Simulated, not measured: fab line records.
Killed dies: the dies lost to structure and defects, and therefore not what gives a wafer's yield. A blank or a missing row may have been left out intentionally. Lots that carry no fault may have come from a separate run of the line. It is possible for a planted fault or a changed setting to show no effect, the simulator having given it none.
Which tool is to blame? || flow berkeley-cmos170 || 7 lots with 21 wafers sampled at 4 steps, on a route of 331 steps

## WHAT THE GAUGES READ, wafer by wafer
UCB170_ACTIVE_CD_MEAS_90 targets a cd of 1200 nm.
{"lot": "L880", "measured": "day 5 08:41", "on": "cd-sem-02", "cd-nm (nm)": "1200.5 1201.6 1200.5"}
{"lot": "L882", "measured": "day 5 08:58", "on": "cd-sem-01", "cd-nm (nm)": "1201.0 1200.7 1201.3"}
{"lot": "L886", "measured": "day 6 18:20", "on": "cd-sem-02", "cd-nm (nm)": "1202.7 1202.2 1200.3"}
{"lot": "L888", "measured": "day 6 22:41", "on": "cd-sem-02", "cd-nm (nm)": "1197.4 1198.5 1198.1"}
{"lot": "L894", "measured": "day 8 11:46", "on": "cd-sem-02", "cd-nm (nm)": "1202.6 1201.2 1201.9"}
{"lot": "L898", "measured": "day 10 00:37", "on": "cd-sem-02", "cd-nm (nm)": "- - -"}
{"lot": "L900", "measured": "day 10 01:05", "on": "cd-sem-01", "cd-nm (nm)": "1198.7 1200.8 1199.8"}

## WHICH TOOL RAN EACH LOT (tool, then ch and the chambers of the sampled wafers, then the start)
{"lot": "L880", "UCB170_ZERO_STRIP_07": "plasma-asher-03 ch 0,1, day 2 08:31", "UCB170_ACTIVE_ETCH_15": "rie-diel-01 ch 0,1,3, day 5 08:29", "UCB170_ACTIVE_STRIP_16": "plasma-asher-04 ch 0,1, day 5 08:35"}
{"lot": "L882", "UCB170_ZERO_STRIP_07": "plasma-asher-02 ch 0,1, day 2 13:28", "UCB170_ACTIVE_ETCH_15": "rie-diel-03 ch 1,2, day 5 08:46", "UCB170_ACTIVE_STRIP_16": "plasma-asher-02 ch 0,1, day 5 08:52"}
{"lot": "L886", "UCB170_ZERO_STRIP_07": "plasma-asher-03 ch 0,1, day 3 13:01", "UCB170_ACTIVE_ETCH_15": "rie-diel-01 ch 1,2, day 6 18:08", "UCB170_ACTIVE_STRIP_16": "plasma-asher-01 ch 1, day 6 18:14"}
{"lot": "L888", "UCB170_ZERO_STRIP_07": "plasma-asher-03 ch 0,1, day 4 02:20", "UCB170_ACTIVE_ETCH_15": "rie-diel-03 ch 2,3, day 6 22:24", "UCB170_ACTIVE_STRIP_16": "plasma-asher-02 ch 0,1, day 6 22:32"}
{"lot": "L894", "UCB170_ZERO_STRIP_07": "plasma-asher-02 ch 0,1, day 5 05:07", "UCB170_ACTIVE_ETCH_15": "rie-diel-04 ch 0,1,2, day 8 11:25", "UCB170_ACTIVE_STRIP_16": "plasma-asher-01 ch 0,1, day 8 11:31"}
{"lot": "L898", "UCB170_ZERO_STRIP_07": "plasma-asher-03 ch 0,1, day 5 23:24", "UCB170_ACTIVE_ETCH_15": "rie-diel-03 ch 1,3, day 10 00:23", "UCB170_ACTIVE_STRIP_16": "plasma-asher-04 ch 0,1, day 10 00:30"}
{"lot": "L900", "UCB170_ZERO_STRIP_07": "plasma-asher-01 ch 0,1, day 6 12:41", "UCB170_ACTIVE_ETCH_15": "rie-diel-04 ch 1,2, day 10 00:49", "UCB170_ACTIVE_STRIP_16": "plasma-asher-02 ch 1, day 10 00:56"}
- UCB170_ZERO_STRIP_07: strips in O2.
- UCB170_ACTIVE_ETCH_15: etches Si3N4 in CH3F/Ar/O2, stops on SiO2, target depth 242 nm, time 151 s.
- UCB170_ACTIVE_STRIP_16: strips in O2.

## THE ANSWER, worked out from the rows above alone
Rule: usual is defined by the lots themselves. Put in order of their means at a reading, lots are off if they are a third of the lots or fewer, leave a main group of 4 or more, and stand apart from it by a gap of 3 or more times the standard deviation of the main group's means; of several such gaps the widest counts. A main group is skipped when, at the precision printed for the reading in the tables above, its means are all equal. Also off: a lot with no number at a reading for which 4 or more lots have one. Where the step has rows for the other lots, those lots are counted as sound.
Off, at UCB170_ACTIVE_CD_MEAS_90 on cd-nm: L898. Without a number there: L898. The main group: mean 1200.5 nm, standard deviation 1.3.
A tool fits if, at a process step before that reading, it ran every lot that is off, and no sound lot after the first of them. Those tools and the gauges at UCB170_ACTIVE_CD_MEAS_90 are tried in the same way. Can't be told from this: 4 tools fit, plasma-asher-03 at UCB170_ZERO_STRIP_07, rie-diel-03 at UCB170_ACTIVE_ETCH_15, plasma-asher-04 at UCB170_ACTIVE_STRIP_16, cd-sem-02 at UCB170_ACTIVE_CD_MEAS_90.

## WHAT THE SIMULATOR HAD PUT IN
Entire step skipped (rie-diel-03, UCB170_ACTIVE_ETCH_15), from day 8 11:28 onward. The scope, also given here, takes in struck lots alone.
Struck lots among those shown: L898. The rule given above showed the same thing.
